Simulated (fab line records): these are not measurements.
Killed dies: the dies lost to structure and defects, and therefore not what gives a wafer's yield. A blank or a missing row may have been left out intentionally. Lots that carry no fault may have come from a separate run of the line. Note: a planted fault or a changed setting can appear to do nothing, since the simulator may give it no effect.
One fault seen from 2 desks | flow berkeley-cmos170 | every desk sees just its own numbers, and what lay behind them comes last

AT THE TOOL OWNER'S DESK: lpcvd-02
The tool's own readings at UCB170_NWELL_CVD_04 (deposits Si3N4 from SiH2Cl2/NH3, target thk 224 nm, time 3425 s): means of the sampled wafers that have a number, for each lot that ran on this tool. Any lot whose mean is over 4 standard deviations away from the usual mean is out of limits and marked OUT; that distance is given in the brackets.
Columns: A = nh3-flow-sccm at UCB170_NWELL_CVD_04, usual 75.04 sccm; B = pressure-mtorr at UCB170_NWELL_CVD_04, usual 199.9 mTorr; C = spike-tc-centre-C at UCB170_NWELL_CVD_04, usual 802.8 C; D = spike-tc-source-C at UCB170_NWELL_CVD_04, usual 824.2 C
lot  | first seen here | A     | B     | C     | D
L917 | day 2 09:25     | 75.55 | 200.0 | 804.9 | 823.6
L921 | day 3 10:22     | 74.90 | 200.2 | 803.7 | 825.1
L924 | day 3 19:08     | 74.98 | 199.9 | 803.7 | 824.2
L931 | day 5 14:04     | 74.87 | 199.9 | 805.0 | 823.1
L932 | day 5 14:04     | 74.97 | 199.5 | 804.0 | 824.4
L933 | day 5 23:14     | 75.27 | 199.6 | 803.4 | 824.8
L939 | day 7 06:32     | 75.02 | 200.1 | 801.8 | 828.7
Finding of this desk: none of the 7 lots has anything out of limits.

AT THE METROLOGY DESK
Means of the sampled wafers that have a number, per lot and without regard to the tool the lot ran on: this is what the gauges read. Any lot whose mean is over 4 standard deviations away from the usual mean is out of limits and marked OUT; that distance is given in the brackets.
Columns: A = START_OXIDE_THK at UCB170_START_THK_MEAS_03, usual 18.1 nm; B = GATE_POLY_THK at UCB170_GATE_THK_MEAS_05, usual 214.9 nm
lot  | first seen here | A    | B
L917 | day 1 16:44     | 17.4 | 215.2
L918 | day 2 00:26     | 18.2 | 212.0
L919 | day 2 06:16     | 18.0 | 216.5
L921 | day 2 16:59     | 17.9 | 217.7
L924 | day 3 03:46     | 18.1 | 213.5
L926 | day 3 19:05     | 18.8 | -
L927 | day 3 19:05     | 18.1 | -
L931 | day 4 20:26     | 18.7 | 217.6
L932 | day 4 20:28     | 18.2 | 212.8
L933 | day 5 04:08     | 18.2 | 211.8
L936 | day 5 20:29     | 18.1 | 217.8
L937 | day 6 02:13     | 18.0 | 214.1
L938 | day 6 02:13     | 18.0 | 214.7
L939 | day 6 09:56     | 18.0 | 214.8
Finding of this desk: none of the 14 lots has anything out of limits.

ALL TOGETHER
The tool owner's desk saw nothing out of limits.
Nothing out of limits was seen by the metrology desk.

WHAT THE SIMULATOR HAD PUT IN
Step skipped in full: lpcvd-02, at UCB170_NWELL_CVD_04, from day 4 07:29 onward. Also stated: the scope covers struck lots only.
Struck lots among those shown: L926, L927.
